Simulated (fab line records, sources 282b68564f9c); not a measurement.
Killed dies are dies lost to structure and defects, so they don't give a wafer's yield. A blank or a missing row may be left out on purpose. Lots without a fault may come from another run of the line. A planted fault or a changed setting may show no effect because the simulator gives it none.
One fault seen from 2 desks | flow rit_cmos | each desk has only its own numbers; what lay behind them comes last

THE METROLOGY DESK
What the gauges read, lot by lot, whatever tool the lot ran on: means of the sampled wafers that have a number. A lot is out of limits, marked OUT, if its mean lies more than 4 standard deviations from the usual mean; the brackets give that distance.
Columns: A = ACTIVE_NITRIDE_THK at RIT_ACTIVE_THK_MEAS_04, usual 150.3 nm; B = cd_nm at RIT_M1_CD_MEAS_09, usual 2600.2 nm
lot  | first seen here | A     | B
L607 | day 1 15:41     | 150.7 | 2603.2
L608 | day 1 20:10     | 150.8 | 2599.7
L609 | day 2 00:28     | 149.6 | 2597.9
L610 | day 2 05:34     | 149.9 | 2604.3
L611 | day 2 11:40     | 150.4 | 2598.8
L612 | day 2 14:32     | 150.7 | 2600.1
L613 | day 2 21:27     | 151.5 | 2598.3
L614 | day 3 01:20     | 151.8 | 2600.4
L615 | day 3 08:13     | 149.3 | 2601.3
L616 | day 3 13:47     | 149.3 | 2600.2
L618 | day 4 00:07     | 149.7 | 2605.4
This desk's finding: nothing out of limits on any of the 11 lots.

THE TOOL OWNER'S DESK: furnace-02
The tool's own readings at RIT_M1_ANNEAL_15 (time 1800 s): means of the sampled wafers that have a number, for each lot that ran on this tool. A lot is out of limits, marked OUT, if its mean lies more than 4 standard deviations from the usual mean; the brackets give that distance. Of its 8 readings 7 are shown: the one that was out of limits first, and those that lie furthest out on some lot.
Columns: A = spike_tc_centre_C at RIT_M1_ANNEAL_15, usual 453.4 C; B = spike_tc_load_C at RIT_M1_ANNEAL_15, usual 474.2 C; C = spike_tc_source_C at RIT_M1_ANNEAL_15, usual 466.2 C; D = tube_center_temp_C at RIT_M1_ANNEAL_15, usual 450 C; E = tube_center_temp_C_max at RIT_M1_ANNEAL_15, usual 451.15; F = zone_power_load_pct at RIT_M1_ANNEAL_15, usual 6.22 %; G = zone_power_source_pct at RIT_M1_ANNEAL_15, usual 6.33 %
lot  | first seen here | A               | B               | C               | D                     | E                        | F              | G
L607 | day 3 12:55     | 452.8           | 473.6           | 466.2           | 450                   | 451.04                   | 6.20           | 6.31
L608 | day 3 21:55     | 453.5           | 474.0           | 466.9           | 450                   | 450.95                   | 6.25           | 6.34
L609 | day 4 02:16     | 454.3           | 475.3           | 466.7           | 450                   | 451.15                   | 6.27           | 6.37
L610 | day 4 06:14     | 454.3           | 474.0           | 466.0           | 450                   | 451.21                   | 6.23           | 6.32
L611 | day 4 16:43     | 452.4           | 473.7           | 466.0           | 450                   | 451.21                   | 6.29           | 6.33
L612 | day 4 22:13     | 453.6           | 475.4           | 466.2           | 450                   | 451.26                   | 6.18           | 6.36
L613 | day 5 07:59     | 454.6           | 474.4           | 466.3           | 450                   | 451.15                   | 6.22           | 6.33
L614 | day 5 17:19     | 453.6           | 473.7           | 466.1           | 450                   | 451.40                   | 6.20           | 6.34
L615 | day 5 21:10     | 452.8           | 474.3           | 466.0           | 450                   | 451.06                   | 6.20           | 6.32
L616 | day 6 05:53     | 423.2 (-27) OUT | 442.9 (-28) OUT | 436.1 (-30) OUT | 420 (-99 or more) OUT | 421.22 (-99 or more) OUT | 5.55 (-11) OUT | 5.56 (-12) OUT
L618 | day 6 22:17     | 422.8 (-28) OUT | 443.7 (-28) OUT | 436.0 (-30) OUT | 420 (-99 or more) OUT | 421.13 (-99 or more) OUT | 5.56 (-11) OUT | 5.62 (-12) OUT
This desk's finding: out of limits on L616, L618; first on L616, day 6 05:53 (spike_tc_centre_C at RIT_M1_ANNEAL_15). In limits: L607, L608, L609, L610, L611, L612, L613, L614, L615.

PUT TOGETHER
The tool owner's desk could have raised an alarm at day 6 05:53, on L616, L618.
The metrology desk saw nothing out of limits.
The metrology desk has L616, L618 on record, within its limits.
Of the lots named, all ran RIT_M1_ANNEAL_15 on furnace-02.

WHAT THE SIMULATOR HAD PUT IN
Process parameter drift: furnace-02, from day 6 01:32 on, at RIT_M1_ANNEAL_15. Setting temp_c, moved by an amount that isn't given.
Lots struck among those shown: L616, L618.
Hours from the fault's start to each desk's first reading out of limits: the tool owner's desk, 4.
